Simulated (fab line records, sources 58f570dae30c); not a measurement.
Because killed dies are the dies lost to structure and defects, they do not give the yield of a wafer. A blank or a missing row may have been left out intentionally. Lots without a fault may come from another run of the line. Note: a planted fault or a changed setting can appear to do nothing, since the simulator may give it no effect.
Which tool is to blame? | flow berkeley_cmos170 | 7 lots, 21 wafers sampled, at 2 steps of a route of 331

## WHAT EACH GAUGE READ, for each wafer
UCB170_NVT_OVL_MEAS_06.
lot  | measured     | on         | NVT_OVL (nm)
L165 | day 6 12:22  | overlay-02 | 4 2 6
L167 | day 6 12:31  | overlay-02 | 2 -3 5
L168 | day 7 03:34  | overlay-01 | -5 0 0
L171 | day 7 14:07  | overlay-01 | 2 14 3
L174 | day 8 05:02  | overlay-01 | 5 2 3
L179 | day 8 18:31  | overlay-01 | 3 3 5
L184 | day 10 04:09 | overlay-01 | 8 -1 -4

## WHAT TOOL EACH LOT RAN ON (gives the tool, then ch and the chambers of the sampled wafers, and finally the start)
lot  | UCB170_NWELL_IMPLANT_14
L165 | implanter-03 ch 0, day 2 22:19
L167 | implanter-01 ch 0, day 3 12:17
L168 | implanter-01 ch 0, day 3 19:08
L171 | implanter-02 ch 0, day 4 09:22
L174 | implanter-01 ch 0, day 4 23:56
L179 | implanter-01 ch 0, day 6 00:08
L184 | implanter-02 ch 0, day 6 23:04
- UCB170_NWELL_IMPLANT_14

## THE ANSWER, worked out from the rows above alone
Rule: what is usual is taken from the lots themselves. Put in order of their means at a reading, lots are off if they are a third of the lots or fewer, leave a main group of 4 or more, and stand apart from it by a gap of 3 or more times the standard deviation of the main group's means; of several such gaps the widest counts. Not used: any main group whose means are identical at the precision the tables above print for the reading. A lot without any number at a reading at which 4 lots or more have one is off too. Any other lot the step has rows for is counted as sound.
No lot is off at any reading shown: from this, nothing can be told.

## WHAT THE SIMULATOR PUT IN
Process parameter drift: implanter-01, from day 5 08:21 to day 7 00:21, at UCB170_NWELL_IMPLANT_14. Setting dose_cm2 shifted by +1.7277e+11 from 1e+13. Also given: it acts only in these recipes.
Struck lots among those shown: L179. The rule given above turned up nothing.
